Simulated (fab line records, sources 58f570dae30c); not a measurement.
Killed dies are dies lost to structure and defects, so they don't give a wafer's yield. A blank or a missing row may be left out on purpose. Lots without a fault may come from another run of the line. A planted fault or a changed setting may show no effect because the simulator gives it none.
One fault seen from 2 desks | flow berkeley_cmos170 | each desk has only its own numbers; what lay behind them comes last

THE TOOL OWNER'S DESK: implanter-03
The tool's own readings at UCB170_PLDD_IMPLANT_08: means of the sampled wafers that have a number, for each lot that ran on this tool. A lot is out of limits, marked OUT, if its mean lies more than 4 standard deviations from the usual mean; the brackets give that distance.
Columns: A = beam_on_s at UCB170_PLDD_IMPLANT_08, usual 10.03 s; B = faraday_current_uA at UCB170_PLDD_IMPLANT_08, usual 158
lot  | first seen here | A               | B
L315 | day 6 06:17     | 9.96            | 159
L320 | day 7 18:26     | 10.15           | 156
L323 | day 7 18:47     | 10.11           | 157
L327 | day 8 11:17     | 10.10           | 157
L333 | day 10 08:55    | 7.99 (-9.7) OUT | 199 (+12) OUT
L335 | day 10 09:22    | 7.97 (-9.8) OUT | 199 (+13) OUT
This desk's finding: out of limits on L333, L335; first on L333, day 10 08:55 (beam_on_s at UCB170_PLDD_IMPLANT_08). In limits: L315, L320, L323, L327.

THE METROLOGY DESK
What the gauges read, lot by lot, whatever tool the lot ran on: means of the sampled wafers that have a number. A lot is out of limits, marked OUT, if its mean lies more than 4 standard deviations from the usual mean; the brackets give that distance.
Columns: A = PLDD_TW at UCB170_PLDD_TW_MEAS_11, usual 1013; B = PLDD_RS at UCB170_SDANNEAL_RS_MEAS_04, usual 1031 ohm/sq
lot  | first seen here | A              | B
L315 | day 6 06:41     | 1010           | 1030
L317 | day 6 10:22     | 1022           | 1028
L318 | day 6 14:36     | 1013           | 1025
L319 | day 6 14:47     | 1010           | 1030
L320 | day 7 18:50     | 1005           | 1032
L322 | day 7 19:06     | 1017           | 1037
L323 | day 7 19:11     | 1005           | 1035
L321 | day 7 19:27     | 1018           | 1034
L327 | day 8 11:38     | 1012           | 1033
L329 | day 9 08:41     | 1028           | 1029
L333 | day 10 09:19    | 973 (-5.6) OUT | 1120 (+29) OUT
L336 | day 10 09:32    | 1016           | 1034
L335 | day 10 09:46    | 975 (-5.2) OUT | 1124 (+30) OUT
L337 | day 10 21:41    | 1019           | 1034
This desk's finding: out of limits on L333, L335; first on L333, day 10 09:19 (PLDD_TW at UCB170_PLDD_TW_MEAS_11). In limits: L315, L317, L318, L319, L320, L322, L323, L321, L327, L329, L336, L337.

PUT TOGETHER
The tool owner's desk could have raised an alarm at day 10 08:55, on L333, L335.
The metrology desk could have raised an alarm at day 10 09:19, on L333, L335.
Of the lots named, all ran UCB170_PLDD_IMPLANT_08 on implanter-03.

WHAT THE SIMULATOR HAD PUT IN
Process parameter drift: implanter-03, from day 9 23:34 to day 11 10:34, at UCB170_PLDD_IMPLANT_08. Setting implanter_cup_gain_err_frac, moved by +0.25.
Lots struck among those shown: L333, L335.
Hours from the fault's start to each desk's first reading out of limits: the tool owner's desk, 9; the metrology desk, 10.
